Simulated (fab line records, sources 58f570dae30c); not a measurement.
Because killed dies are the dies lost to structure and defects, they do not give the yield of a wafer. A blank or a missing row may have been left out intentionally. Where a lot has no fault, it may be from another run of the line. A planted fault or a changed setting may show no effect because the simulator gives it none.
2 desks looking at one fault | flow berkeley-cmos170 | numbers are kept per desk, each desk with only its own; the story behind them comes last

== DESK OF THE TOOL OWNER: rie-metal-02 ==
The tool's own readings at UCB170_M2_METAL_ETCH_18 (etches Al in Cl2/BCl3, stops on SiO2, target depth 1170 nm, time 195 s): means of the sampled wafers that have a number, for each lot that ran on this tool. Marked OUT: a lot whose mean sits more than 4 standard deviations from the usual mean, which makes it out of limits; the brackets give that distance.
Columns: A = drypump-motor-current-A at UCB170_M2_METAL_ETCH_18, usual 5.6 A; B = oes-product-au at UCB170_M2_METAL_ETCH_18, usual 0.861 a.u.; C = run-length-s at UCB170_M2_METAL_ETCH_18, usual 224.0 s; D = throttle-valve-pct at UCB170_M2_METAL_ETCH_18, usual 24.37 %
lot  | first seen here | A   | B                | C               | D
L947 | day 9 04:52     | 5.9 | 0.886            | 223.3           | 24.28
L951 | day 9 07:41     | 5.8 | 0.870            | 223.5           | 24.29
L953 | day 9 17:22     | 6.0 | 0.779 (-6.8) OUT | 270.9 (+43) OUT | 24.23
L956 | day 11 00:32    | 5.8 | 0.805 (-4.7) OUT | 255.2 (+28) OUT | 24.33
This desk's finding: out of limits on L953, L956; first on L953, day 9 17:22 (oes-product-au at UCB170_M2_METAL_ETCH_18). L947, L951 stayed within limits.

== METROLOGY DESK ==
What the gauges read, lot by lot, whatever tool the lot ran on: means of the sampled wafers that have a number. Marked OUT: a lot whose mean sits more than 4 standard deviations from the usual mean, which makes it out of limits; the brackets give that distance.
Columns: A = FIELD_OXIDE_LEFT_2_THK at UCB170_FIELD_THK_MEAS_91, usual 348 nm; B = cd-nm at UCB170_V1_CD_MEAS_90, usual 700.6 nm
lot  | first seen here | A   | B
L943 | day 6 00:46     | 352 | 699.1
L944 | day 6 01:16     | 352 | 699.0
L946 | day 6 14:01     | 345 | 699.6
L947 | day 6 14:05     | 349 | 699.5
L948 | day 6 14:18     | 349 | 700.4
L945 | day 6 14:25     | 351 | 699.7
L951 | day 7 12:29     | 361 | 701.9
L953 | day 7 16:59     | 331 | 702.5
L956 | day 9 01:54     | 345 | 699.6
L957 | day 9 02:06     | 350 | 698.4
L960 | day 9 02:23     | 357 | 701.1
L959 | day 9 06:04     | 349 | 700.3
L963 | day 9 20:25     | 338 | 702.2
L964 | day 10 08:53    | 337 | 701.8
This desk found nothing out of limits on any of the 14 lots.

== BROUGHT TOGETHER ==
At day 9 17:22, on L953, L956, the tool owner's desk was in a position to raise an alarm.
The metrology desk saw nothing out of limits.
The metrology desk holds a record of L953, L956, inside its limits.
UCB170_M2_METAL_ETCH_18 was run on rie-metal-02 by each of the lots named.

== WHAT WAS PUT IN BY THE SIMULATOR ==
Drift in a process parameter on rie-metal-02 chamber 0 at UCB170_M2_METAL_ETCH_18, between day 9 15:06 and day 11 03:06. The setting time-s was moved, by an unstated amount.
Lots struck among those shown: L953, L956.
Each desk's first reading out of limits, in hours after the fault started: the tool owner's desk, 2.
